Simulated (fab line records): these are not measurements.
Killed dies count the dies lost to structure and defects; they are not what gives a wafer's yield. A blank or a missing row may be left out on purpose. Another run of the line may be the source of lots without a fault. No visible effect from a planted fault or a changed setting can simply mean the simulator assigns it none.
fab line records	flow ritCmos
record lots=6	wafers=16	lastDay=7
route steps=202 shown CONTACT@172 M1@184
lots that met no fault: taken from a fault-free run of the same line
startH: hours from the record's opening day to when the first of the lot's shown wafers began	waitH: how many hours have passed since the lot's step before this one	" repeats the value in the row above	L1.1+2: several wafers, shown together as one row	- no value, or no start was given	* or withheld: withheld	< > ~ a bound
route shown NAME@n: a module of which the file shows steps, and the number in the route of the first	usual: average and standard deviation across the fault-free wafers	same: alike in all rows	chamber/n: place in a boat	sites: per-site readings	_std_site: their standard deviation	_edge_site: mean of outer sites minus mean of inner sites	radiusMm: how far each site lies from the wafer's centre	mask NAME#n: copy n	behind: the last tool/chamber to shape the wafer	hold: why the lot was held/for how many hours/how that ended	device: names the non-switching transistor (n, p or np)	end of line: tests run on the same wafers once the route is complete	for a step that has no rows: nothing shown but its recipe	killed: count of dies lost to structure and defects at first sort (not the wafer's yield)	map: per-die view of a wafer (x killed, . not killed, _ where there is no die)
set.NAME: the setting that was run; set.NAME@STEP: the one run at that earlier step	model.NAME: the simulator's own value behind a step, which no gauge read
lots at some steps of the route; a table a step, a row a wafer
services: the hour from which a tool's chamber was out of use, counted from the record's first day as startH (under 0 if before that day), plus the number of hours and why
## steps
# step RIT_CONTACT_SOFTBAKE_04
# recipe resist=NOVOLAK	tempC=90	timeS=60
# step RIT_CONTACT_EXPOSE_05
# recipe maskId=M11	na=0.6	sourceShape=conventional	sigmaOuter=0.5	targetCdNm=1000	doseMj=250
# step RIT_CONTACT_PEB_06
# recipe resist=NOVOLAK	tempC=withheld	timeS=withheld
# step RIT_CONTACT_DEVELOP_07
# recipe resist=NOVOLAK	developTimeS=120	devTempC=23
# step RIT_CONTACT_CD_MEAS_08
# recipe targetCdNm=1000
# usual cdNm=1000.4/2.3
lot.wafer	tool	chamber	startH	waitH	cdNm
L980.3	cdSem-02	-	109.08	-	1000.3
L980.5	"	-	"	"	998.0
L980.6	"	-	"	"	999.9
L982.2	cdSem-01	-	123.25	-	1004.6
L982.3	"	-	"	"	1003.6
L982.5	"	-	"	"	1001.6
L986.2	cdSem-02	-	138.16	-	1002.7
L988.1	cdSem-02	-	147.57	-	1003.2
L988.5	"	-	"	"	1002.8
L988.6	"	-	"	"	1002.8
L989.3	cdSem-02	-	153.59	-	1005.0
L989.5	"	-	"	"	1002.1
L989.6	"	-	"	"	1003.1
L993.1	cdSem-02	-	172.37	-	1003.4
L993.5	"	-	"	"	1003.2
L993.6	"	-	"	"	1002.5
# step RIT_CONTACT_OVL_MEAS_09
# usual CONTACT_OVL=0.2/1.2
lot.wafer	tool	chamber	startH	waitH	CONTACT_OVL[nm]
L980.3	overlay-01	-	109.17	0.1	-1.6
L980.5	"	-	"	"	-1.8
L980.6	"	-	"	"	0.2
L982.2	overlay-02	-	123.35	0.1	-2.0
L982.3	"	-	"	"	0.4
L982.5	"	-	"	"	-0.3
L986.2	overlay-01	-	138.27	0.1	0.5
L988.1	overlay-01	-	147.69	0.1	1.2
L988.5	"	-	"	"	0.4
L988.6	"	-	"	"	-1.3
L989.3	overlay-01	-	153.69	0.1	-1.2
L989.5	"	-	"	"	-0.4
L989.6	"	-	"	"	-0.4
L993.1	overlay-01	-	172.49	0.1	1.4
L993.5	"	-	"	"	2.2
L993.6	"	-	"	"	-1.3
# step RIT_CONTACT_HARDBAKE_10
# recipe resist=NOVOLAK	tempC=140	timeS=60
# step RIT_CONTACT_ETCH_11
# recipe targetDepthA=4800	overEtchFrac=0.2	stopOn=TiSi2	chemistry=CHF3/CF4/Ar	target=SiO2	CHF3_flow_sccm=50	cf4FlowSccm=10	Ar_flow_sccm=100	O2_flow_sccm=5	pressureMtorr=100	rfW=200	timeS=320
# usual CHF3_flow_sccm=50.01/0.15	drypumpMotorCurrentA=5.9/0.53	oesProductAu=0.990/0.016	throttleValvePct=8.81/0.15
# same overEtchFrac=0.2
lot.wafer	tool	chamber	startH	waitH	CHF3_flow_sccm	drypumpMotorCurrentA	oesProductAu	rfHoursCounterH	throttleValvePct
L980.3	rieDiel-01	2	109.50	0.1	50.15	6.4	0.979	45	8.70
L980.5	"	3	"	"	50.08	6.4	1.017	-	8.96
L980.6	"	2	"	"	49.94	6.3	0.983	-	8.68
L982.2	rieDiel-01	1	123.53	0.1	49.87	5.3	0.982	11	8.60
L982.3	"	3	"	"	50.11	6.4	1.016	131	8.95
L982.5	"	2	"	"	50.04	6.3	0.980	-	8.70
L986.2	rieDiel-01	1	138.45	0.1	49.89	5.4	0.991	12	8.61
L988.1	rieDiel-01	0	147.88	0.1	50.17	5.7	0.971	47	8.90
L988.5	"	3	"	"	50.25	6.4	1.011	-	8.92
L988.6	"	1	"	"	50.12	5.4	0.995	-	8.61
L989.3	rieDiel-01	3	153.86	0.1	49.99	6.4	1.019	132	8.95
L989.5	"	0	"	"	49.99	5.8	0.972	-	8.91
L989.6	"	1	"	"	49.91	5.4	0.987	-	8.61
L993.1	rieDiel-03	3	172.68	0.1	49.93	6.3	0.982	97	9.03
L993.5	"	1	"	"	49.86	6.1	0.974	-	8.66
L993.6	"	0	"	"	49.70	6.7	1.002	-	8.73
# step RIT_CONTACT_STRIP_12
# recipe chemistry=O2	timeS=180	resist=NOVOLAK	platenTempC=withheld	powerW=500	pressureMtorr=4000	o2FlowSccm=4000
# usual drypumpMotorCurrentA=5.7/0.37
lot.wafer	tool	chamber	startH	waitH	drypumpMotorCurrentA	rfHoursCounterH
L980.3	plasmaAsher-02	1	109.75	0.2	5.7	-
L980.5	"	1	"	"	5.7	-
L980.6	"	0	"	"	6.2	-
L982.2	plasmaAsher-03	0	123.73	0.1	5.8	44
L982.3	"	0	"	"	5.8	-
L982.5	"	0	"	"	5.8	-
L986.2	plasmaAsher-02	1	138.64	0.1	5.7	36
L988.1	plasmaAsher-01	1	148.07	0.1	6.1	2
L988.5	"	0	"	"	5.2	-
L988.6	"	1	"	"	6.1	-
L989.3	plasmaAsher-02	1	154.11	0.2	5.7	-
L989.5	"	0	"	"	6.2	-
L989.6	"	1	"	"	5.7	-
L993.1	plasmaAsher-02	1	172.87	0.1	5.7	39
L993.5	"	1	"	"	5.7	-
L993.6	"	0	"	"	6.2	-
# step RIT_CONTACT_CD_MEAS_90
# recipe targetCdNm=1000
# usual cdNm=1000.3/2.4
lot.wafer	tool	chamber	startH	waitH	cdNm
L980.3	cdSem-02	-	109.91	0.1	1000.8
L980.5	"	-	"	"	997.7
L980.6	"	-	"	"	999.4
L982.2	cdSem-02	-	123.92	0.1	1004.2
L982.3	"	-	"	"	1003.7
L982.5	"	-	"	"	1001.2
L986.2	cdSem-02	-	138.84	0.1	1002.3
L988.1	cdSem-01	-	148.25	0.1	1003.0
L988.5	"	-	"	"	1002.3
L988.6	"	-	"	"	1002.7
L989.3	cdSem-01	-	154.27	0.1	1004.5
L989.5	"	-	"	"	1002.3
L989.6	"	-	"	"	1002.3
L993.1	cdSem-02	-	173.05	0.1	1003.3
L993.5	"	-	"	"	1002.7
L993.6	"	-	"	"	1002.4
# step RIT_CONTACT_CLEAN_13
# recipe chemistry=SC1	mix=3:3:50	timeS=600	tempC=75
# step RIT_CONTACT_CLEAN_14
# recipe chemistry=SC2	mix=3:3:50	timeS=600	tempC=75	dry=n2Spin
# step RIT_M1_SPUTTER_00
# recipe material=Al	targetThkNm=400	powerW=2000	chamberPressurePa=0.4	gas=Ar	timeS=500	substrateTempC=25
# usual throttleValvePct=30.0/1.1
lot.wafer	tool	chamber	startH	waitH	throttleValvePct	model.Al_of_M1_SPUTTER_00.thkNm
L980.3	pvdSputter-02	-	110.34	0.0	30.6	404
L980.5	"	-	"	"	29.5	404.6
L980.6	"	-	"	"	30.9	405.2
L982.2	pvdSputter-01	-	124.37	0.0	29.6	400.4
L982.3	"	-	"	"	30.3	401.6
L982.5	"	-	"	"	30.3	402.1
L986.2	pvdSputter-01	-	139.29	0.0	29.6	359.8
L988.1	pvdSputter-01	-	148.72	0.0	29.4	352.6
L988.5	"	-	"	"	29.5	391.9
L988.6	"	-	"	"	29.5	357.5
L989.3	pvdSputter-03	-	154.71	0.0	29.1	401.5
L989.5	"	-	"	"	29.1	406.2
L989.6	"	-	"	"	28.7	400.7
L993.1	pvdSputter-03	-	173.52	0.0	28.8	393
L993.5	"	-	"	"	29.2	399.7
L993.6	"	-	"	"	28.8	394
# step RIT_M1_RS_MEAS_01
# recipe thkMeasGauge=four-point-probe	reads=Al_of_M1_SPUTTER_00
# usual M1_AL_RS=0.0734/0.00079
lot.wafer	tool	chamber	startH	waitH	M1_AL_RS[ohm/sq]
L980.3	filmMetro-04	-	110.68	0.2	0.0727
L980.5	"	-	"	"	0.0725
L980.6	"	-	"	"	0.0724
L982.2	filmMetro-04	-	124.69	0.2	0.0733
L982.3	"	-	"	"	0.0731
L982.5	"	-	"	"	0.0731
L986.2	filmMetro-03	-	139.90	0.3	0.0819
L988.1	filmMetro-02	-	149.01	0.1	0.0836
L988.5	"	-	"	"	0.0749
L988.6	"	-	"	"	0.0825
L989.3	filmMetro-02	-	155.05	0.2	0.0730
L989.5	"	-	"	"	0.0722
L989.6	"	-	"	"	0.0734
L993.1	filmMetro-04	-	173.81	0.1	0.0746
L993.5	"	-	"	"	0.0733
L993.6	"	-	"	"	0.0746
# step RIT_M1_THK_MEAS_02
# recipe thkMeasGauge=xrf	reads=Al_of_M1_SPUTTER_00
# usual M1_AL_THK=397/4.7
lot.wafer	tool	chamber	startH	waitH	M1_AL_THK[nm]
L980.3	filmMetro-04	-	110.78	0.1	401
L980.5	"	-	"	"	401
L980.6	"	-	"	"	403
L982.2	filmMetro-04	-	124.80	0.1	398
L982.3	"	-	"	"	398
L982.5	"	-	"	"	399
L986.2	filmMetro-03	-	140.01	0.1	358
L988.1	filmMetro-02	-	149.13	0.1	349
L988.5	"	-	"	"	389
L988.6	"	-	"	"	357
L989.3	filmMetro-02	-	155.15	0.1	400
L989.5	"	-	"	"	405
L989.6	"	-	"	"	399
L993.1	filmMetro-04	-	173.93	0.1	386
L993.5	"	-	"	"	393
L993.6	"	-	"	"	387
# step RIT_M1_HMDS_03
# recipe primeTimeS=60	primeTempC=140
# step RIT_M1_COAT_04
# recipe resist=NOVOLAK	spinRpm=2000	resistThkNm=1300
# step RIT_M1_SOFTBAKE_05
# recipe resist=NOVOLAK	tempC=90	timeS=60
# step RIT_M1_EXPOSE_06
# recipe maskId=M12	na=0.6	sourceShape=conventional	sigmaOuter=0.5	targetCdNm=2600	doseMj=250
# step RIT_M1_PEB_07
# recipe resist=NOVOLAK	tempC=withheld	timeS=withheld
# step RIT_M1_DEVELOP_08
# recipe resist=NOVOLAK	developTimeS=68	devTempC=23
# step RIT_M1_CD_MEAS_09
# recipe targetCdNm=2600
# usual cdNm=2600.4/2.1
lot.wafer	tool	chamber	startH	waitH	cdNm
L980.3	cdSem-02	-	111.74	-	2598.3
L980.5	"	-	"	"	2597.5
L980.6	"	-	"	"	2601.0
L982.2	cdSem-02	-	125.75	-	2597.8
L982.3	"	-	"	"	2596.6
L982.5	"	-	"	"	2597.7
L986.2	cdSem-01	-	140.96	-	2602.3
L988.1	cdSem-02	-	150.20	-	2599.4
L988.5	"	-	"	"	2599.4
L988.6	"	-	"	"	2600.1
L989.3	cdSem-01	-	156.11	-	2599.6
L989.5	"	-	"	"	2599.1
L989.6	"	-	"	"	2600.3
L993.1	cdSem-02	-	174.87	-	2600.4
L993.5	"	-	"	"	2600.2
L993.6	"	-	"	"	2600.6
# step RIT_M1_OVL_MEAS_10
# usual M1_OVL=0.9/1.5
lot.wafer	tool	chamber	startH	waitH	M1_OVL[nm]
L980.3	overlay-01	-	111.83	0.1	3.1
L980.5	"	-	"	"	0.6
L980.6	"	-	"	"	0.9
L982.2	overlay-02	-	125.85	0.1	2.1
L982.3	"	-	"	"	1.0
L982.5	"	-	"	"	2.0
L986.2	overlay-02	-	141.06	0.1	1.0
L988.1	overlay-02	-	150.32	0.1	-2.1
L988.5	"	-	"	"	1.5
L988.6	"	-	"	"	0.7
L989.3	overlay-01	-	156.20	0.1	-0.4
L989.5	"	-	"	"	0.7
L989.6	"	-	"	"	0.3
L993.1	overlay-02	-	174.99	0.1	2.9
L993.5	"	-	"	"	2.5
L993.6	"	-	"	"	3.0
# step RIT_M1_HARDBAKE_11
# recipe resist=NOVOLAK	tempC=140	timeS=120
# step RIT_M1_METAL_ETCH_12
# recipe stopOn=SiO2	chemistry=Cl2/BCl3	target=Al	timeS=165	overEtchFrac=0.5	pressureMtorr=100	targetDepthA=6000	rfW=250	Cl2_flow_sccm=60	bcl3FlowSccm=50
# usual bcl3FlowSccm=50.01/0.14	drypumpMotorCurrentA=5.8/0.47	oesProductAu=0.781/0.013	throttleValvePct=8.27/0.12
# same overEtchFrac=0.5
lot.wafer	tool	chamber	startH	waitH	bcl3FlowSccm	drypumpMotorCurrentA	oesProductAu	rfHoursCounterH	throttleValvePct
L980.3	rieMetal-02	1	112.16	0.2	49.90	5.8	0.779	-	8.17
L980.5	"	1	"	"	49.95	5.8	0.777	-	8.20
L980.6	"	0	"	"	50.09	5.1	0.769	-	8.27
L982.2	rieMetal-03	0	126.13	0.2	50.02	6.5	0.780	1	8.27
L982.3	"	0	"	"	49.87	6.5	0.779	-	8.26
L982.5	"	1	"	"	49.97	5.9	0.773	-	8.13
L986.2	rieMetal-02	0	141.34	0.2	50.00	5.1	0.718	5	8.29
L988.1	rieMetal-02	0	150.61	0.2	50.04	5.1	0.718	5	8.29
L988.5	"	1	"	"	50.14	5.8	0.771	-	8.20
L988.6	"	0	"	"	49.98	5.1	0.729	-	8.30
L989.3	rieMetal-04	1	156.53	0.2	49.92	6.2	0.766	-	8.52
L989.5	"	1	"	"	49.90	6.2	0.771	-	8.52
L989.6	"	0	"	"	49.92	5.4	0.784	-	8.33
L993.1	rieMetal-03	1	175.28	0.2	50.14	5.8	0.766	2	8.12
L993.5	"	0	"	"	49.82	6.5	0.778	-	8.27
L993.6	"	1	"	"	50.10	5.8	0.765	-	8.11
# step RIT_M1_STRIP_13
# recipe chemistry=nmp	resist=NOVOLAK	tempC=80	timeS=600	dry=n2Spin
# step RIT_M1_PROBE_99
# usual killedAtContacts=0.0/0.22	killedAtFrontEnd=6.5/2.8	killedDies=6.5/2.8	killedOpen=3.2/1.8	killedShort=3.3/2
# same grossDies=264	killed_at_M0_to_M3=0	killed_at_M4_up=0	killedAtBackSide=0	killedAtOther=0
lot.wafer	tool	chamber	startH	waitH	killedAtContacts	killedAtFrontEnd	killedDies	killedOpen	killedShort	model.etest.m1.rsOhmSq
L980.3	prober-01	-	114.45	0.2	0	9	9	3	6	0.0719
L980.5	prober-01	-	114.55	0.2	0	9	9	3	6	0.07128
L980.6	prober-01	-	114.60	0.2	0	12	12	8	4	0.0714
L982.2	prober-01	-	128.44	0.1	0	6	6	2	4	0.07224
L982.3	prober-01	-	128.49	0.2	0	6	6	1	5	0.07204
L982.5	prober-01	-	128.59	0.2	0	4	4	2	2	0.07149
L986.2	prober-01	-	143.65	0.1	0	6	6	2	4	0.08046
L988.1	prober-01	-	153.09	0.1	0	9	9	6	3	0.08235
L988.5	prober-01	-	153.29	0.2	0	9	9	1	8	0.07426
L988.6	prober-01	-	153.34	0.2	1	6	7	6	1	0.08103
L989.3	prober-02	-	158.83	0.2	0	6	6	3	3	0.07255
L989.5	prober-02	-	158.93	0.2	0	8	8	4	4	0.07085
L989.6	prober-02	-	158.98	0.2	0	8	8	4	4	0.07247
L993.1	prober-02	-	177.53	0.1	0	3	3	1	2	0.07412
L993.5	prober-02	-	177.73	0.2	0	3	3	2	1	0.07257
L993.6	prober-02	-	177.78	0.2	0	11	11	8	3	0.07378
# killed by level:class
L980.3 GATE:geometricParticle:open=3 GATE:geometricParticle:short=2 SILICIDE:geometricParticle:short=2 REOX:geometricParticle:short=1 SPACER:geometricParticle:short=1
L980.5 GATE:geometricParticle:short=4 GATE:geometricParticle:open=2 FOX1:geometricParticle:short=1 REOX:geometricParticle:short=1 SILICIDE:geometricParticle:open=1
L980.6 GATE:geometricParticle:open=3 FOX1:geometricParticle:short=2 FOX2:geometricParticle:open=2 GATE:geometricParticle:short=2 REOX:geometricParticle:open=2 SPACER:geometricParticle:open=1
L982.2 FOX1:geometricParticle:short=2 GATE:geometricParticle:open=1 REOX:geometricParticle:open=1 SPACER:geometricParticle:short=1 SILICIDE:geometricParticle:short=1
L982.3 SPACER:geometricParticle:short=2 FOX1:geometricParticle:short=1 GATE:geometricParticle:short=1 REOX:geometricParticle:open=1 SILICIDE:geometricParticle:short=1
L982.5 FOX2:geometricParticle:short=1 REOX:geometricParticle:open=1 REOX:geometricParticle:short=1 SPACER:geometricParticle:open=1
L986.2 GATE:geometricParticle:short=4 GATE:geometricParticle:open=1 REOX:geometricParticle:open=1
L988.1 FOX1:geometricParticle:open=2 FOX2:geometricParticle:open=2 GATE:geometricParticle:open=1 GATE:geometricParticle:short=1 REOX:geometricParticle:short=1 SPACER:geometricParticle:short=1 SILICIDE:geometricParticle:open=1
L988.5 FOX1:geometricParticle:short=4 GATE:geometricParticle:short=2 FOX2:geometricParticle:short=1 REOX:geometricParticle:open=1 SPACER:geometricParticle:short=1
L988.6 GATE:geometricParticle:open=3 FOX1:geometricParticle:open=1 FOX2:geometricParticle:short=1 REOX:geometricParticle:open=1 CONTACT:geometricParticle:open=1
L989.3 GATE:geometricParticle:open=2 FOX1:geometricParticle:short=1 FOX1:geometricParticle:open=1 GATE:geometricParticle:short=1 SILICIDE:geometricParticle:short=1
L989.5 GATE:geometricParticle:short=3 GATE:geometricParticle:open=3 FOX1:geometricParticle:short=1 REOX:geometricParticle:open=1
L989.6 GATE:geometricParticle:short=2 GATE:geometricParticle:open=2 FOX1:geometricParticle:short=1 REOX:geometricParticle:open=1 SPACER:geometricParticle:short=1 SILICIDE:geometricParticle:open=1
L993.1 GATE:geometricParticle:open=1 GATE:geometricParticle:short=1 SPACER:geometricParticle:short=1
L993.5 GATE:geometricParticle:open=1 GATE:geometricParticle:short=1 SILICIDE:geometricParticle:open=1
L993.6 SPACER:geometricParticle:open=4 GATE:geometricParticle:short=2 GATE:geometricParticle:open=2 FOX1:geometricParticle:open=1 SILICIDE:geometricParticle:short=1 SILICIDE:geometricParticle:open=1
## services
tool	chamber	startH	hours	kind
pvdSputter-01	-	85.76	4.7	repair
pvdSputter-02	-	97.25	4.3	repair
plasmaAsher-03	-	102.96	1.5	repair
plasmaAsher-01	-	108.75	9.0	pm
plasmaAsher-01	0	108.75	9.0	ventCycle
plasmaAsher-01	1	108.75	9.0	ventCycle
plasmaAsher-01	0	117.75	-	clean
plasmaAsher-01	1	117.75	-	clean
rieDiel-03	2	118.76	4.0	repair
plasmaAsher-02	-	119.58	1.3	repair
plasmaAsher-01	-	123.57	7.8	repair
pvdSputter-01	-	129.02	2.0	repair
rieMetal-04	-	136.12	20.0	pm
rieMetal-04	0	136.12	20.0	ventCycle
rieMetal-04	1	136.12	20.0	ventCycle
rieDiel-01	2	144.27	6.5	repair
rieMetal-04	0	156.12	-	clean
rieMetal-04	1	156.12	-	clean
pvdSputter-02	-	162.20	8.2	repair
plasmaAsher-03	-	171.07	0.5	repair
## key
firstSign step=RIT_M1_RS_MEAS_01	reading=M1_AL_RS	direction=up	sigmas=12	usual=0.0734	struck=0.0827
effect step=RIT_M1_THK_MEAS_02	reading=M1_AL_THK	direction=down	sigmas=9	usual=397	struck=355
effect step=RIT_M1_METAL_ETCH_12	reading=oesProductAu	direction=down	sigmas=4.7	usual=0.781	struck=0.722
modelEffect step=RIT_M1_SPUTTER_00	value=Al_of_M1_SPUTTER_00.thkNm	without=396.6	struck=356.6
modelEffect step=RIT_M1_PROBE_99	value=etest.m1.rsOhmSq	without=0.07308	struck=0.08128
metAt RIT_M1_SPUTTER_00
struckWafers L986.2,L988.1,L988.6
testerLeftOut L986
onsetBetween 124.37 139.29
earlierFault kind=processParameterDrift	tool=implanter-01	chamber=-	onsetH=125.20	steps=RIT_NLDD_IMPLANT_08	channel=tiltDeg	offset=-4	spreadByWafer=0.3	shape=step	endH=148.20	actsIn=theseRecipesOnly	stated=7
fault kind=processParameterDrift	tool=pvdSputter-01	chamber=-	onsetH=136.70	steps=RIT_M1_SPUTTER_00	channel=targetThkNm	offset=-40	shape=step	stated=400	scope=struckWafersOnly
# testerLeftOut: of these lots the tester's yield and bins aren't shown, on N5 and GAA mostly nor the transistor test; their killed dies are dies lost to structure and defects alone, not to doping, threshold or leakage, so they don't give the yield
